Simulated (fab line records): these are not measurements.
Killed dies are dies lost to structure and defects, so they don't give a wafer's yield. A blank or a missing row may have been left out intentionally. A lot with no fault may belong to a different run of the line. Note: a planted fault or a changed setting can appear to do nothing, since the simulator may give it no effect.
fab line records | flow ritCmos
record lots=6 wafers=18 lastDay=8
route steps=202 shown ACTIVE@1 M1@202
lots with no fault: from the same line, run without faults
startH: start of the lot's first displayed wafer, in hours after the record's first day | waitH: time in hours since the lot's previous step | " identical to the entry in the row above | L1.1+2: a row that stands for several wafers | - no value, or no start was given | * or withheld: withheld | < > ~ a bound
route shown NAME@n: a module of which the file shows steps, and the number in the route of the first | usual: average and standard deviation across the fault-free wafers | same: alike in all rows | chamber/n: place in a boat | sites: each site's reading | _std_site: standard deviation of those values | _edge_site: inner sites' mean taken away from outer sites' mean | radiusMm: for every site, how far away it sits from the centre of the wafer | mask NAME#n: copy n | behind: the tool/chamber that last shaped the wafer | hold: why the lot went on hold/how many hours it stayed there/how the hold came to an end | device: which transistor (n, p or np) failed to switch | end of line: tests of these same wafers at the route's end | a step with no rows: only its recipe | killed: count of dies lost to structure and defects at first sort (not the wafer's yield) | map: per-die view of a wafer (x killed, . not killed, _ where there is no die)
set.NAME: the run value of the setting; set.NAME@STEP: its run value at that earlier step | model.NAME: the simulator's own value behind a step, which no gauge read
lots at selected steps of the route; one table per step, one row per wafer
services: the hour from which a tool's chamber was out of use, counted from the record's first day as startH (under 0 if before that day), plus the number of hours and why
## steps
# step RIT_ACTIVE_BOW_MEAS_00
# recipe mode=bow
# usual INCOMING_BOW=1/6.9
# columns lot.wafer tool chamber startH waitH INCOMING_BOW[um]
L957.2 filmMetro-02 - 10.02 - -6
L957.3 " - " " -14
L957.4 " - " " 5
L968.1 filmMetro-03 - 65.00 - 0
L968.2 " - " " 7
L968.6 " - " " -3
L971.1 filmMetro-01 - 80.00 - -1
L971.5 " - " " -3
L971.6 " - " " 2
L972.1 filmMetro-02 - 85.00 - 2
L972.3 " - " " -17
L972.6 " - " " 3
L976.1 filmMetro-01 - 105.00 - 0
L976.3 " - " " -1
L976.6 " - " " -10
L979.2 filmMetro-03 - 120.02 - 5
L979.5 " - " " -3
L979.6 " - " " 13
# step RIT_ACTIVE_OXIDATION_01
# recipe tempC=1000 ambient=O2 targetThkA=468 oxTimeS=3360
# step RIT_ACTIVE_THK_MEAS_02
# recipe reads=SiO2_of_ACTIVE_OXIDATION_01
# usual ACTIVE_OXIDE_THK=47.1/0.86
# columns lot.wafer tool chamber startH waitH ACTIVE_OXIDE_THK[nm]
L957.2 filmMetro-01 - 12.06 0.0 47.2
L957.3 " - " " 47.2
L957.4 " - " " 47.0
L968.1 filmMetro-02 - 67.50 0.0 47.5
L968.2 " - " " 47.6
L968.6 " - " " 47.8
L971.1 filmMetro-01 - 83.13 0.0 46.7
L971.5 " - " " 47.4
L971.6 " - " " 47.6
L972.1 filmMetro-03 - 87.53 0.0 47.6
L972.3 " - " " 47.1
L972.6 " - " " 47.0
L976.1 filmMetro-03 - 107.61 0.0 47.9
L976.3 " - " " 47.7
L976.6 " - " " 48.1
L979.2 filmMetro-03 - 125.83 0.0 46.2
L979.5 " - " " 45.6
L979.6 " - " " 46.6
# step RIT_ACTIVE_CVD_03
# recipe material=Si3N4 targetThkNm=150 tempC=810 precursor=SiH2Cl2/NH3 timeS=1500 pressureMtorr=300 sih2cl2FlowSccm=60 nh3FlowSccm=150
# step RIT_ACTIVE_THK_MEAS_04
# recipe reads=Si3N4_of_ACTIVE_CVD_03
# usual ACTIVE_NITRIDE_THK=150.4/1.4
# columns lot.wafer tool chamber startH waitH ACTIVE_NITRIDE_THK[nm]
L957.2 filmMetro-01 - 15.99 0.0 150.6
L957.3 " - " " 151.5
L957.4 " - " " 151.3
L968.1 filmMetro-01 - 68.98 0.0 153.0
L968.2 " - " " 152.1
L968.6 " - " " 153.3
L971.1 filmMetro-02 - 84.60 0.0 150.6
L971.5 " - " " 152.7
L971.6 " - " " 151.6
L972.1 filmMetro-01 - 89.00 0.0 149.0
L972.3 " - " " 150.1
L972.6 " - " " 147.8
L976.1 filmMetro-03 - 109.09 0.0 148.8
L976.3 " - " " 147.7
L976.6 " - " " 147.6
L979.2 filmMetro-02 - 127.31 0.0 150.5
L979.5 " - " " 151.3
L979.6 " - " " 151.0
# step RIT_ACTIVE_HMDS_05
# recipe primeTimeS=60 primeTempC=140
# step RIT_ACTIVE_COAT_06
# recipe resist=NOVOLAK spinRpm=3250 resistThkNm=1000
# step RIT_ACTIVE_SOFTBAKE_07
# recipe resist=NOVOLAK tempC=90 timeS=60
# step RIT_ACTIVE_EXPOSE_08
# recipe maskId=M1 na=0.6 sourceShape=conventional sigmaOuter=0.6 targetCdNm=1400 doseMj=225
# usual exposureDoseMJCm2=224.90/0.25
# columns lot.wafer tool chamber startH waitH mask exposureDoseMJCm2
L957.2 ilineStepper-01 0 16.64 0.2 M1#0 224.59
L957.3 " 0 " " M1#0 224.89
L957.4 " 0 " " M1#0 224.93
L968.1 ilineStepper-02 0 69.49 0.1 M1#0 225.40
L968.2 " 0 " " M1#0 225.27
L968.6 " 0 " " M1#0 225.16
L971.1 ilineStepper-02 0 85.24 0.2 M1#0 220.38
L971.5 " 0 " " M1#0 219.98
L971.6 " 0 " " M1#0 220.36
L972.1 ilineStepper-02 0 89.51 0.1 M1#0 216.38
L972.3 " 0 " " M1#0 216.61
L972.6 " 0 " " M1#0 216.14
L976.1 ilineStepper-01 0 109.60 0.1 M1#0 224.63
L976.3 " 0 " " M1#0 225.03
L976.6 " 0 " " M1#0 225.14
L979.2 ilineStepper-01 0 127.83 0.1 M1#0 224.82
L979.5 " 0 " " M1#0 225.17
L979.6 " 0 " " M1#0 225.06
# step RIT_ACTIVE_PEB_09
# recipe resist=NOVOLAK tempC=withheld timeS=withheld
# step RIT_ACTIVE_DEVELOP_10
# recipe resist=NOVOLAK developTimeS=50 devTempC=23
# step RIT_ACTIVE_CD_MEAS_11
# recipe targetCdNm=1400
# usual cdNm=1399.4/2.3
# columns lot.wafer tool chamber startH waitH cdNm
L957.2 cdSem-02 - 17.04 - 1398.0
L957.3 " - " " 1396.3
L957.4 " - " " 1400.9
L968.1 cdSem-01 - 69.89 - 1400.3
L968.2 " - " " 1402.5
L968.6 " - " " 1400.1
L971.1 cdSem-02 - 85.64 - 1375.9
L971.5 " - " " 1356.6
L971.6 " - " " 1399.7
L972.1 cdSem-02 - 89.91 - 1384.3
L972.3 " - " " 1387.0
L972.6 " - " " 1361.8
L976.1 cdSem-02 - 110.00 - 1398.7
L976.3 " - " " 1397.7
L976.6 " - " " 1398.6
L979.2 cdSem-02 - 128.23 - 1396.2
L979.5 " - " " 1394.9
L979.6 " - " " 1397.0
# step RIT_ACTIVE_HARDBAKE_12
# recipe resist=NOVOLAK tempC=140 timeS=60
# step RIT_ACTIVE_ETCH_13
# recipe stopOn=SiO2 chemistry=SF6 target=Si3N4 timeS=210 overEtchFrac=0.4 SF6_flow_sccm=200 pressureMtorr=260 rfW=125 targetDepthA=2100
# usual drypumpMotorCurrentA=5.8/0.48 oesProductAu=0.825/0.011 throttleValvePct=7.53/0.084
# columns lot.wafer tool chamber startH waitH drypumpMotorCurrentA oesProductAu rfHoursCounterH throttleValvePct model.ACTIVE.cdNm
L957.2 rieDiel-04 1 17.29 0.1 5.3 0.815 113 7.48 1398
L957.3 " 2 " " 6.7 0.826 17 7.61 1396
L957.4 " 3 " " 5.6 0.807 56 7.62 1401
L968.1 rieDiel-01 1 70.16 0.1 6.3 0.847 92 7.41 1400
L968.2 " 2 " " 5.0 0.834 5 7.47 1403
L968.6 " 3 " " 5.8 0.835 - 7.56 1400
L971.1 rieDiel-03 2 85.91 0.1 5.9 0.823 162 7.62 1376
L971.5 " 2 " " 5.9 0.825 - 7.62 1357
L971.6 " 0 " " 5.5 0.833 - 7.62 1400
L972.1 rieDiel-01 2 90.18 0.1 5.0 0.816 5 7.47 1385
L972.3 " 0 " " 6.3 0.829 2 7.53 1387
L972.6 " 2 " " 5.0 0.810 - 7.47 1362
L976.1 rieDiel-01 2 110.27 0.1 5.0 0.818 6 7.47 1398
L976.3 " 3 " " 5.8 0.815 55 7.56 1398
L976.6 " 1 " " 6.4 0.836 - 7.41 1398
L979.2 rieDiel-03 0 128.48 0.1 5.5 0.825 113 7.61 1397
L979.5 " 0 " " 5.5 0.832 - 7.62 1395
L979.6 " 3 " " 6.2 0.842 - 7.57 1397
# step RIT_ACTIVE_STRIP_14
# recipe chemistry=O2 timeS=180 resist=NOVOLAK platenTempC=withheld powerW=500 pressureMtorr=4000 o2FlowSccm=4000
# usual drypumpMotorCurrentA=5.8/0.41
# columns lot.wafer tool chamber startH waitH drypumpMotorCurrentA rfHoursCounterH
L957.2 plasmaAsher-04 0 17.42 0.1 5.4 37
L957.3 " 0 " " 5.4 -
L957.4 " 1 " " 6.1 -
L968.1 plasmaAsher-01 0 70.29 0.1 5.4 43
L968.2 " 1 " " 5.9 43
L968.6 " 0 " " 5.4 -
L971.1 plasmaAsher-01 1 86.04 0.1 6.0 45
L971.5 " 0 " " 5.4 -
L971.6 " 1 " " 6.0 -
L972.1 plasmaAsher-04 0 90.32 0.1 5.4 44
L972.3 " 0 " " 5.4 -
L972.6 " 1 " " 6.1 -
L976.1 plasmaAsher-02 1 110.41 0.1 5.4 47
L976.3 " 1 " " 5.4 -
L976.6 " 1 " " 5.4 -
L979.2 plasmaAsher-01 0 128.61 0.1 5.4 1
L979.5 " 0 " " 5.4 -
L979.6 " 1 " " 5.9 -
# step RIT_M1_PROBE_99
# usual killedAtContacts=0.1/0.24 killedAtFrontEnd=7/3.1 killedDies=7/3.1 killedOpen=3.3/1.9 killedShort=3.9/2.1
# same grossDies=264 killed_at_M0_to_M3=0 killed_at_M4_up=0 killedAtBackSide=0 killedAtOther=0
# columns lot.wafer tool chamber startH waitH killedAtContacts killedAtFrontEnd killedDies killedOpen killedShort model.etest.pplusSal.widthNm model.etest.nplusSal.widthNm model.etest.pldd.widthNm model.etest.nldd.widthNm
L957.2 prober-01 - 59.02 0.1 0 7 7 4 3 3427 3442 3177 3156
L957.3 prober-01 - 59.07 0.2 0 12 12 4 8 3436 3444 3177 3170
L957.4 prober-01 - 59.12 0.2 0 8 8 5 3 3452 3484 3198 3201
L968.1 prober-02 - 119.68 0.1 0 5 5 2 3 3436 3436 3188 3176
L968.2 prober-02 - 119.73 0.1 0 4 4 2 2 3426 3428 3176 3168
L968.6 prober-02 - 119.93 0.2 0 3 3 1 2 3441 3432 3200 3185
L972.1 prober-01 - 143.71 0.1 0 7 7 5 2 3425 3422 3155 3139
L972.3 prober-01 - 143.81 0.2 0 7 7 3 4 3438 3428 3169 3173
L972.6 prober-01 - 143.96 0.2 0 9 9 5 4 3402 3403 3134 3118
L971.1 prober-02 - 145.22 0.1 0 1 1 1 0 3415 3428 3161 3159
L971.5 prober-02 - 145.42 0.2 0 7 7 2 5 3416 3404 3160 3159
L971.6 prober-02 - 145.47 0.2 0 8 8 5 3 3434 3462 3179 3175
L976.1 prober-02 - 169.74 0.1 0 12 12 6 6 3442 3442 3170 3156
L976.3 prober-02 - 169.84 0.2 0 13 13 7 6 3460 3456 3177 3167
L976.6 prober-02 - 169.99 0.2 0 9 9 4 5 3423 3430 3139 3168
L979.2 prober-02 - 194.35 0.1 0 13 13 5 8 3478 3462 3203 3201
L979.5 prober-02 - 194.50 0.2 0 8 8 2 6 3457 3473 3197 3211
L979.6 prober-02 - 194.55 0.2 1 9 10 4 6 3469 3477 3193 3198
# killed by level:class
L957.2 GATE:geometricParticle:open=3 FOX1:geometricParticle:short=1 GATE:geometricParticle:short=1 SPACER:geometricParticle:open=1 SPACER:geometricParticle:short=1
L957.3 GATE:geometricParticle:short=4 FOX1:geometricParticle:short=2 SPACER:geometricParticle:open=2 SPACER:geometricParticle:short=2 GATE:geometricParticle:open=1 SILICIDE:geometricParticle:open=1
L957.4 FOX1:geometricParticle:open=3 SILICIDE:geometricParticle:open=2 FOX2:geometricParticle:short=1 GATE:geometricParticle:short=1 REOX:geometricParticle:short=1
L968.1 FOX1:geometricParticle:short=1 FOX2:geometricParticle:open=1 GATE:geometricParticle:short=1 REOX:geometricParticle:open=1 SPACER:geometricParticle:short=1
L968.2 GATE:geometricParticle:short=1 REOX:geometricParticle:open=1 REOX:geometricParticle:short=1 SILICIDE:geometricParticle:open=1
L968.6 REOX:geometricParticle:open=1 SPACER:geometricParticle:short=1 SILICIDE:geometricParticle:short=1
L972.1 REOX:geometricParticle:open=3 GATE:geometricParticle:open=2 GATE:geometricParticle:short=1 SPACER:geometricParticle:short=1
L972.3 SPACER:geometricParticle:short=2 FOX1:geometricParticle:open=1 GATE:geometricParticle:short=1 GATE:geometricParticle:open=1 REOX:geometricParticle:open=1 SILICIDE:geometricParticle:short=1
L972.6 GATE:geometricParticle:open=2 REOX:geometricParticle:open=2 REOX:geometricParticle:short=2 FOX1:geometricParticle:short=1 FOX2:geometricParticle:open=1 SPACER:geometricParticle:short=1
L971.1 GATE:geometricParticle:open=1
L971.5 REOX:geometricParticle:short=3 GATE:geometricParticle:open=2 GATE:geometricParticle:short=1 SILICIDE:geometricParticle:short=1
L971.6 FOX2:geometricParticle:open=2 SPACER:geometricParticle:short=2 SPACER:geometricParticle:open=2 FOX2:geometricParticle:short=1 REOX:geometricParticle:open=1
L976.1 REOX:geometricParticle:short=6 REOX:geometricParticle:open=2 SPACER:geometricParticle:open=2 GATE:geometricParticle:open=1 SILICIDE:geometricParticle:open=1
L976.3 FOX2:geometricParticle:open=3 REOX:geometricParticle:short=3 SILICIDE:geometricParticle:open=2 FOX1:geometricParticle:open=1 GATE:geometricParticle:open=1 GATE:geometricParticle:short=1 SPACER:geometricParticle:short=1 SILICIDE:geometricParticle:short=1
L976.6 GATE:geometricParticle:short=2 REOX:geometricParticle:short=2 SILICIDE:geometricParticle:open=2 FOX1:geometricParticle:short=1 GATE:geometricParticle:open=1 SPACER:geometricParticle:open=1
L979.2 GATE:geometricParticle:short=3 REOX:geometricParticle:short=2 SILICIDE:geometricParticle:open=2 SILICIDE:geometricParticle:short=2 FOX1:geometricParticle:open=1 FOX2:geometricParticle:open=1 FOX2:geometricParticle:short=1 GATE:geometricParticle:open=1
L979.5 GATE:geometricParticle:short=2 REOX:geometricParticle:short=2 SPACER:geometricParticle:short=2 SILICIDE:geometricParticle:open=1 REOX:geometricParticle:open=1
L979.6 REOX:geometricParticle:short=2 REOX:geometricParticle:open=2 SILICIDE:geometricParticle:short=2 GATE:geometricParticle:open=1 SPACER:geometricParticle:short=1 SPACER:geometricParticle:open=1 CONTACT:geometricParticle:short=1
## services
# columns tool chamber startH hours kind
rieDiel-01 2 -1.86 5.7 repair
rieDiel-01 - 2.34 2.8 pm
ilineStepper-02 - 16.33 21.4 repair
plasmaAsher-04 - 35.24 10.0 pm
plasmaAsher-02 - 44.58 1.2 repair
plasmaAsher-04 - 47.58 3.2 repair
rieDiel-03 3 58.70 7.6 repair
ilineStepper-02 0 59.27 - calibration
ilineStepper-01 0 60.40 - calibration
rieDiel-03 - 62.19 4.3 pm
rieDiel-03 1 81.59 80.9 repair
plasmaAsher-02 - 92.16 14.6 pm
rieDiel-04 2 107.10 10.3 repair
plasmaAsher-01 - 108.75 9.0 pm
plasmaAsher-01 0 108.75 9.0 ventCycle
plasmaAsher-01 1 108.75 9.0 ventCycle
ilineStepper-01 - 111.55 2.7 repair
rieDiel-03 0 113.14 5.3 repair
plasmaAsher-04 - 116.94 2.9 repair
plasmaAsher-01 0 117.75 - clean
plasmaAsher-01 1 117.75 - clean
## key
firstSign step=RIT_ACTIVE_EXPOSE_08 reading=exposureDoseMJCm2 direction=down sigmas=27 usual=224.90 struck=218.31
effect step=RIT_ACTIVE_CD_MEAS_11 reading=cdNm direction=down sigmas=9.5 usual=1399.4 struck=1377.6 wafersMoved=5 through=controlLoop
modelEffect step=RIT_ACTIVE_ETCH_13 value=ACTIVE.cdNm without=1400 struck=1378
modelEffect step=RIT_M1_PROBE_99 value=etest.pplusSal.widthNm without=3444 struck=3422
metAt RIT_ACTIVE_EXPOSE_08
struckWafers L971.1,L971.5,L971.6,L972.1,L972.3,L972.6
testerLeftOut L971,L972
loopTrim step=RIT_ACTIVE_EXPOSE_08 setting=dose lots=L971,L972
onsetBetween 69.49 85.24
fault kind=processParameterDrift tool=ilineStepper-02 chamber=- onsetH=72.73 steps=RIT_ACTIVE_EXPOSE_08 channel=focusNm offset=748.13 spreadByWafer=0.3 shape=step endH=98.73
# testerLeftOut: of these lots the tester's yield and bins aren't shown, on N5 and GAA mostly nor the transistor test; their killed dies are dies lost to structure and defects alone, not to doping, threshold or leakage, so they don't give the yield
# loopTrim: a control loop set the setting to another value than it would have without faults
